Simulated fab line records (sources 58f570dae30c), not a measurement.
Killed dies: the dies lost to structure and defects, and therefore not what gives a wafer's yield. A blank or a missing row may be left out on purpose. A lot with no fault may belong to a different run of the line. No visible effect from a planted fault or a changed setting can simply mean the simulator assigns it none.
fab line records	flow berkeley_cmos170
record lots=14	wafers=42	last_day=12
route steps=331 shown GATE@142 SDANNEAL@205 PSD@206 NSD@207 PLDD@208 SILICIDE@212 CONTACT@232
lots with no fault: from the same line, run without faults
start_h: hours from the record's first day to the start of the lot's first wafer shown	wait_h: hours since the lot's step before	" repeats the value in the row above	L1.1+2: one row covering several wafers at once	- either no value or no given start	* or withheld: withheld	< > ~ a bound
route shown NAME@n: a module of which the file shows steps, and the number in the route of the first	usual: mean/standard deviation taken from wafers without a fault	same: alike in all rows	chamber/n: place in a boat	sites: each site's reading	_std_site: the standard deviation of these	_edge_site: outer sites' mean less inner sites'	radius_mm: for every site, how far away it sits from the centre of the wafer	mask NAME#n: copy n	behind: tool/chamber where the wafer was last shaped	hold: why the lot went on hold/how many hours it stayed there/how the hold came to an end	device: which transistor (n, p or np) failed to switch	end of line: the route-end tests of the same wafers	a step with no rows: only its recipe	killed: dies that structure and defects cost at the first sort, which is not the same as the wafer's yield	map: a wafer's dies, x killed, . not, _ none there
set.NAME: the setting the step ran with; set.NAME@STEP: the setting that earlier step ran with	model.NAME: the simulator's own value behind a step, which no gauge read
route steps across a sampled set of lots; one table per step, one row per wafer
services: a tool's chamber out of use, with start hour (start_h, from the record's first day; less than 0 if before it), hours out, and reason
## steps
# step UCB170_GATE_STRIP_16
# recipe chemistry=O2	power_w=400	pressure_mtorr=3500	platen_temp_c=withheld	o2_flow_sccm=400	overash_fraction=0.5
# usual drypump_motor_current_A=5.91/0.22	oes_product_au=0.724/0.0042
lot.wafer	tool	chamber	start_h	wait_h	drypump_motor_current_A	oes_product_au	rf_hours_counter_h
L107.1	plasma_asher-04	0	133.59	0.0	5.83	0.728	44
L107.2	"	1	"	"	5.64	0.724	44
L107.6	"	0	"	"	5.82	0.721	-
L106.2	plasma_asher-01	0	133.67	0.1	6.01	0.724	43
L106.5	"	1	"	"	6.26	0.728	-
L106.6	"	0	"	"	6.00	0.720	-
L108.3	plasma_asher-01	1	133.89	0.1	6.23	0.719	-
L108.4	"	0	"	"	6.01	0.716	-
L108.6	"	1	"	"	6.25	0.723	-
L110.1	plasma_asher-02	1	148.71	0.0	5.60	0.728	1
L110.3	"	0	"	"	5.99	0.725	-
L110.5	"	1	"	"	5.60	0.725	-
L109.2	plasma_asher-01	1	149.01	0.0	6.26	0.723	45
L109.3	"	0	"	"	6.02	0.734	-
L109.4	"	1	"	"	6.26	0.730	-
L111.2	plasma_asher-04	1	149.28	0.0	5.65	0.724	46
L111.3	"	1	"	"	5.64	0.733	-
L111.5	"	0	"	"	5.85	0.721	-
L118.2	plasma_asher-01	0	189.22	0.0	6.00	0.722	50
L118.4	"	0	"	"	6.00	0.722	-
L118.5	"	0	"	"	6.03	0.728	-
L119.1	plasma_asher-02	1	200.09	0.0	5.60	0.719	7
L119.4	"	1	"	"	5.63	0.727	-
L119.5	"	1	"	"	5.61	0.730	-
L121.1	plasma_asher-01	0	205.10	0.0	6.02	0.728	51
L121.3	"	0	"	"	6.00	0.715	-
L121.5	"	1	"	"	6.24	0.720	-
L123.1	plasma_asher-02	1	213.02	0.0	5.60	0.727	9
L123.3	"	0	"	"	6.01	0.724	-
L123.4	"	1	"	"	5.60	0.724	-
L126.4	plasma_asher-01	0	233.73	0.1	6.00	0.728	-
L126.5	"	1	"	"	6.22	0.730	-
L126.6	"	0	"	"	5.98	0.721	-
L128.1	plasma_asher-01	1	243.43	0.0	6.25	0.725	56
L128.4	"	1	"	"	6.23	0.716	-
L128.6	"	0	"	"	6.02	0.717	-
L127.2	plasma_asher-01	1	243.69	0.0	6.23	0.728	56
L127.4	"	1	"	"	6.26	0.728	-
L127.5	"	1	"	"	6.24	0.732	-
L129.2	plasma_asher-02	0	250.01	0.0	5.98	0.731	13
L129.4	"	1	"	"	5.59	0.720	-
L129.5	"	0	"	"	6.00	0.720	-
# step UCB170_SDANNEAL_RTA_01
# recipe temp_c=1050	time_s=5	ambient=N2
# usual lamp_power_pct=40.80/0.098	wafer_temp_C_max=1055.0/1.3
# same time_s=5
lot.wafer	tool	chamber	start_h	wait_h	lamp_power_pct	wafer_temp_C_max
L107.1	rtp_anneal-02	0	148.53	0.1	40.96	1056.1
L107.2	"	0	"	"	40.90	1054.5
L107.6	"	0	"	"	40.91	1056.2
L106.2	rtp_anneal-02	0	149.36	0.1	40.82	1055.9
L106.5	"	0	"	"	40.87	1056.4
L106.6	"	0	"	"	40.89	1055.4
L108.3	rtp_anneal-02	0	149.72	0.1	43.49	1080.8
L108.4	"	0	"	"	43.61	1082.3
L108.6	"	0	"	"	43.59	1080.5
L110.1	rtp_anneal-02	0	160.34	0.1	43.61	1080.9
L110.3	"	0	"	"	43.59	1079.5
L110.5	"	0	"	"	43.57	1080.0
L109.2	rtp_anneal-01	0	160.88	0.1	40.74	1052.8
L109.3	"	0	"	"	40.70	1053.8
L109.4	"	0	"	"	40.74	1053.9
L111.2	rtp_anneal-02	0	161.07	0.1	43.57	1080.3
L111.3	"	0	"	"	43.55	1081.0
L111.5	"	0	"	"	43.59	1080.0
L118.2	rtp_anneal-01	0	202.65	0.1	40.68	1054.0
L118.4	"	0	"	"	40.70	1054.0
L118.5	"	0	"	"	40.66	1053.4
L119.1	rtp_anneal-01	0	215.79	0.1	40.59	1054.7
L119.4	"	0	"	"	40.68	1054.7
L119.5	"	0	"	"	40.73	1053.8
L121.1	rtp_anneal-01	0	221.43	0.1	40.70	1052.6
L121.3	"	0	"	"	40.71	1053.4
L121.5	"	0	"	"	40.71	1054.0
L123.1	rtp_anneal-01	0	226.28	0.1	40.70	1052.9
L123.3	"	0	"	"	40.63	1053.4
L123.4	"	0	"	"	40.69	1053.2
L126.4	rtp_anneal-01	0	249.19	0.1	40.70	1054.2
L126.5	"	0	"	"	40.72	1054.6
L126.6	"	0	"	"	40.72	1054.2
L128.1	rtp_anneal-02	0	256.38	0.1	40.82	1054.1
L128.4	"	0	"	"	40.84	1055.2
L128.6	"	0	"	"	40.83	1054.6
L127.2	rtp_anneal-01	0	256.75	0.1	40.68	1054.3
L127.4	"	0	"	"	40.69	1053.8
L127.5	"	0	"	"	40.70	1055.7
L129.2	rtp_anneal-02	0	265.46	0.1	40.86	1056.8
L129.4	"	0	"	"	40.86	1053.9
L129.5	"	0	"	"	40.90	1056.2
# step UCB170_SDANNEAL_RS_MEAS_02
# recipe thk_meas_gauge=four-point-probe
# usual PSD_RS=75.6/0.3
lot.wafer	tool	chamber	start_h	wait_h	PSD_RS[ohm/sq]
L107.1	film_metro-02	-	148.59	0.0	75.5
L107.2	"	-	"	"	75.5
L107.6	"	-	"	"	75.7
L106.2	film_metro-01	-	149.43	0.1	76.0
L106.5	"	-	"	"	76.3
L106.6	"	-	"	"	76.1
L108.3	film_metro-04	-	149.80	0.1	65.5
L108.4	"	-	"	"	65.3
L108.6	"	-	"	"	65.5
L110.1	film_metro-04	-	160.40	0.0	65.3
L110.3	"	-	"	"	65.1
L110.5	"	-	"	"	65.0
L109.2	film_metro-02	-	160.95	0.1	75.7
L109.3	"	-	"	"	75.6
L109.4	"	-	"	"	75.5
L111.2	film_metro-01	-	161.14	0.1	65.8
L111.3	"	-	"	"	65.8
L111.5	"	-	"	"	65.7
L118.2	film_metro-02	-	202.72	0.1	76.1
L118.4	"	-	"	"	75.9
L118.5	"	-	"	"	75.9
L119.1	film_metro-01	-	215.85	0.0	75.5
L119.4	"	-	"	"	75.1
L119.5	"	-	"	"	75.4
L121.1	film_metro-04	-	221.49	0.0	75.4
L121.3	"	-	"	"	75.7
L121.5	"	-	"	"	75.1
L123.1	film_metro-02	-	226.34	0.0	75.3
L123.3	"	-	"	"	75.6
L123.4	"	-	"	"	75.2
L126.4	film_metro-04	-	249.28	0.1	75.4
L126.5	"	-	"	"	75.3
L126.6	"	-	"	"	75.4
L128.1	film_metro-01	-	256.44	0.0	75.7
L128.4	"	-	"	"	75.8
L128.6	"	-	"	"	75.8
L127.2	film_metro-02	-	256.82	0.1	75.8
L127.4	"	-	"	"	75.9
L127.5	"	-	"	"	75.7
L129.2	film_metro-04	-	265.53	0.1	75.4
L129.4	"	-	"	"	75.2
L129.5	"	-	"	"	75.4
# step UCB170_SDANNEAL_RS_MEAS_03
# recipe thk_meas_gauge=four-point-probe
# usual NSD_RS=37.28/0.1
lot.wafer	tool	chamber	start_h	wait_h	NSD_RS[ohm/sq]
L107.1	film_metro-02	-	148.71	0.1	37.51
L107.2	"	-	"	"	37.57
L107.6	"	-	"	"	37.55
L106.2	film_metro-01	-	149.55	0.1	37.37
L106.5	"	-	"	"	37.25
L106.6	"	-	"	"	37.24
L108.3	film_metro-04	-	149.92	0.1	35.68
L108.4	"	-	"	"	35.69
L108.6	"	-	"	"	35.75
L110.1	film_metro-04	-	160.52	0.1	35.65
L110.3	"	-	"	"	35.73
L110.5	"	-	"	"	35.73
L109.2	film_metro-02	-	161.07	0.1	37.14
L109.3	"	-	"	"	37.11
L109.4	"	-	"	"	37.18
L111.2	film_metro-01	-	161.26	0.1	35.83
L111.3	"	-	"	"	35.84
L111.5	"	-	"	"	35.86
L118.2	film_metro-02	-	202.84	0.1	37.28
L118.4	"	-	"	"	37.32
L118.5	"	-	"	"	37.23
L119.1	film_metro-01	-	215.97	0.1	37.34
L119.4	"	-	"	"	37.31
L119.5	"	-	"	"	37.27
L121.1	film_metro-04	-	221.61	0.1	37.08
L121.3	"	-	"	"	37.13
L121.5	"	-	"	"	37.10
L123.1	film_metro-02	-	226.46	0.1	37.31
L123.3	"	-	"	"	37.35
L123.4	"	-	"	"	37.38
L126.4	film_metro-04	-	249.40	0.1	37.14
L126.5	"	-	"	"	37.12
L126.6	"	-	"	"	37.07
L128.1	film_metro-01	-	256.56	0.1	37.36
L128.4	"	-	"	"	37.45
L128.6	"	-	"	"	37.34
L127.2	film_metro-02	-	256.94	0.1	37.30
L127.4	"	-	"	"	37.22
L127.5	"	-	"	"	37.25
L129.2	film_metro-04	-	265.65	0.1	37.22
L129.4	"	-	"	"	37.17
L129.5	"	-	"	"	37.18
# step UCB170_SDANNEAL_RS_MEAS_04
# recipe thk_meas_gauge=four-point-probe
# usual PLDD_RS=1036/3.1
lot.wafer	tool	chamber	start_h	wait_h	PLDD_RS[ohm/sq]
L107.1	film_metro-02	-	148.83	0.1	1037
L107.2	"	-	"	"	1036
L107.6	"	-	"	"	1038
L106.2	film_metro-01	-	149.67	0.1	1044
L106.5	"	-	"	"	1040
L106.6	"	-	"	"	1042
L108.3	film_metro-04	-	150.04	0.1	1008
L108.4	"	-	"	"	1013
L108.6	"	-	"	"	1013
L110.1	film_metro-04	-	160.64	0.1	1012
L110.3	"	-	"	"	1010
L110.5	"	-	"	"	1013
L109.2	film_metro-02	-	161.19	0.1	1035
L109.3	"	-	"	"	1036
L109.4	"	-	"	"	1039
L111.2	film_metro-01	-	161.38	0.1	1020
L111.3	"	-	"	"	1017
L111.5	"	-	"	"	1018
L118.2	film_metro-02	-	202.96	0.1	1035
L118.4	"	-	"	"	1037
L118.5	"	-	"	"	1035
L119.1	film_metro-01	-	216.09	0.1	1036
L119.4	"	-	"	"	1034
L119.5	"	-	"	"	1036
L121.1	film_metro-04	-	221.73	0.1	1039
L121.3	"	-	"	"	1038
L121.5	"	-	"	"	1039
L123.1	film_metro-02	-	226.58	0.1	1029
L123.3	"	-	"	"	1033
L123.4	"	-	"	"	1033
L126.4	film_metro-04	-	249.52	0.1	1036
L126.5	"	-	"	"	1036
L126.6	"	-	"	"	1036
L128.1	film_metro-01	-	256.68	0.1	1035
L128.4	"	-	"	"	1036
L128.6	"	-	"	"	1038
L127.2	film_metro-02	-	257.06	0.1	1036
L127.4	"	-	"	"	1038
L127.5	"	-	"	"	1039
L129.2	film_metro-04	-	265.77	0.1	1036
L129.4	"	-	"	"	1034
L129.5	"	-	"	"	1034
# step UCB170_SILICIDE_RS_MEAS_02
# recipe thk_meas_gauge=four-point-probe	reads=Ti_of_SILICIDE_SPUTTER_01
# usual SILICIDE_TI_RS=26.0/0.3
lot.wafer	tool	chamber	start_h	wait_h	SILICIDE_TI_RS[ohm/sq]
L107.1	film_metro-01	-	149.17	0.0	26.3
L107.2	"	-	"	"	26.6
L107.6	"	-	"	"	26.3
L106.2	film_metro-03	-	150.01	0.0	26.0
L106.5	"	-	"	"	26.0
L106.6	"	-	"	"	25.9
L108.3	film_metro-01	-	150.38	0.1	25.9
L108.4	"	-	"	"	25.6
L108.6	"	-	"	"	25.7
L110.1	film_metro-03	-	160.97	0.0	26.1
L110.3	"	-	"	"	26.1
L110.5	"	-	"	"	26.2
L109.2	film_metro-03	-	161.53	0.0	25.9
L109.3	"	-	"	"	25.7
L109.4	"	-	"	"	25.9
L111.2	film_metro-04	-	161.71	0.0	26.0
L111.3	"	-	"	"	25.9
L111.5	"	-	"	"	25.9
L118.2	film_metro-04	-	203.29	0.0	26.5
L118.4	"	-	"	"	26.2
L118.5	"	-	"	"	26.5
L119.1	film_metro-04	-	216.43	0.0	25.8
L119.4	"	-	"	"	25.7
L119.5	"	-	"	"	25.9
L121.1	film_metro-01	-	222.07	0.0	25.8
L121.3	"	-	"	"	26.5
L121.5	"	-	"	"	26.2
L123.1	film_metro-03	-	226.92	0.0	26.0
L123.3	"	-	"	"	26.1
L123.4	"	-	"	"	25.7
L126.4	film_metro-01	-	249.85	0.1	26.5
L126.5	"	-	"	"	26.5
L126.6	"	-	"	"	26.6
L128.1	film_metro-04	-	257.01	0.0	26.3
L128.4	"	-	"	"	26.1
L128.6	"	-	"	"	26.2
L127.2	film_metro-03	-	257.40	0.0	25.8
L127.4	"	-	"	"	26.2
L127.5	"	-	"	"	26.0
L129.2	film_metro-03	-	266.10	0.0	25.6
L129.4	"	-	"	"	25.3
L129.5	"	-	"	"	25.8
# step UCB170_CONTACT_OVL_MEAS_16
# usual CONTACT_OVL=1/5.4
lot.wafer	tool	chamber	start_h	wait_h	CONTACT_OVL[nm]
L106.2	overlay-01	-	154.42	0.1	7
L106.5	"	-	"	"	7
L106.6	"	-	"	"	7
L107.1	overlay-01	-	155.08	0.1	-3
L107.2	"	-	"	"	6
L107.6	"	-	"	"	8
L108.3	overlay-01	-	156.07	0.1	1
L108.4	"	-	"	"	-4
L108.6	"	-	"	"	5
L111.2	overlay-01	-	169.05	0.1	-2
L111.3	"	-	"	"	-1
L111.5	"	-	"	"	8
L109.2	overlay-02	-	169.27	0.1	-9
L109.3	"	-	"	"	-11
L109.4	"	-	"	"	-8
L110.1	overlay-02	-	169.58	0.1	2
L110.3	"	-	"	"	5
L110.5	"	-	"	"	5
L118.2	overlay-01	-	207.43	0.1	-2
L118.4	"	-	"	"	3
L118.5	"	-	"	"	4
L119.1	overlay-01	-	220.88	0.1	-3
L119.4	"	-	"	"	-6
L119.5	"	-	"	"	2
L121.1	overlay-01	-	227.10	0.1	-6
L121.3	"	-	"	"	-4
L121.5	"	-	"	"	-4
L123.1	overlay-01	-	231.16	0.1	6
L123.3	"	-	"	"	2
L123.4	"	-	"	"	3
L126.4	overlay-02	-	253.89	0.1	3
L126.5	"	-	"	"	3
L126.6	"	-	"	"	5
L128.1	overlay-01	-	261.08	0.1	2
L128.4	"	-	"	"	7
L128.6	"	-	"	"	8
L127.2	overlay-01	-	263.41	0.1	2
L127.4	"	-	"	"	3
L127.5	"	-	"	"	2
L129.2	overlay-01	-	273.64	0.1	-6
L129.4	"	-	"	"	-3
L129.5	"	-	"	"	-1
## services
tool	chamber	start_h	hours	kind
plasma_asher-02	0	117.75	-	clean
plasma_asher-02	1	117.75	-	clean
plasma_asher-02	-	122.85	15.6	pm
rtp_anneal-01	-	206.34	0.8	pm
rtp_anneal-02	-	213.53	5.9	repair
plasma_asher-02	-	241.74	2.8	pm
## key
first_sign step=UCB170_SDANNEAL_RTA_01	reading=lamp_power_pct	direction=up	sigmas=28	usual=40.80	struck=43.57
effect step=UCB170_SDANNEAL_RTA_01	reading=wafer_temp_C_max	direction=up	sigmas=19	usual=*	struck=*
effect step=UCB170_SDANNEAL_RS_MEAS_02	reading=PSD_RS	direction=down	sigmas=34	usual=75.6	struck=65.5
effect step=UCB170_SDANNEAL_RS_MEAS_03	reading=NSD_RS	direction=down	sigmas=15	usual=37.28	struck=35.75
effect step=UCB170_SDANNEAL_RS_MEAS_04	reading=PLDD_RS	direction=down	sigmas=7.1	usual=1036	struck=1014
met_at UCB170_SDANNEAL_RTA_01
struck_lots L108,L110,L111
tester_left_out L108,L110,L111
not_acting_at UCB170_GATE_STRIP_16,UCB170_SILICIDE_RS_MEAS_02,UCB170_CONTACT_OVL_MEAS_16
onset_between 149.36 149.72
fault kind=process_parameter_drift	tool=rtp_anneal-02	chamber=-	onset_h=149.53	steps=UCB170_SDANNEAL_RTA_01	channel=temp_c	offset=*	shape=step	end_h=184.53	acts_in=*	stated=*
# tester_left_out: of these lots the tester's yield and bins aren't shown, on N5 and GAA mostly nor the transistor test; their killed dies are dies lost to structure and defects alone, not to doping, threshold or leakage, so they don't give the yield
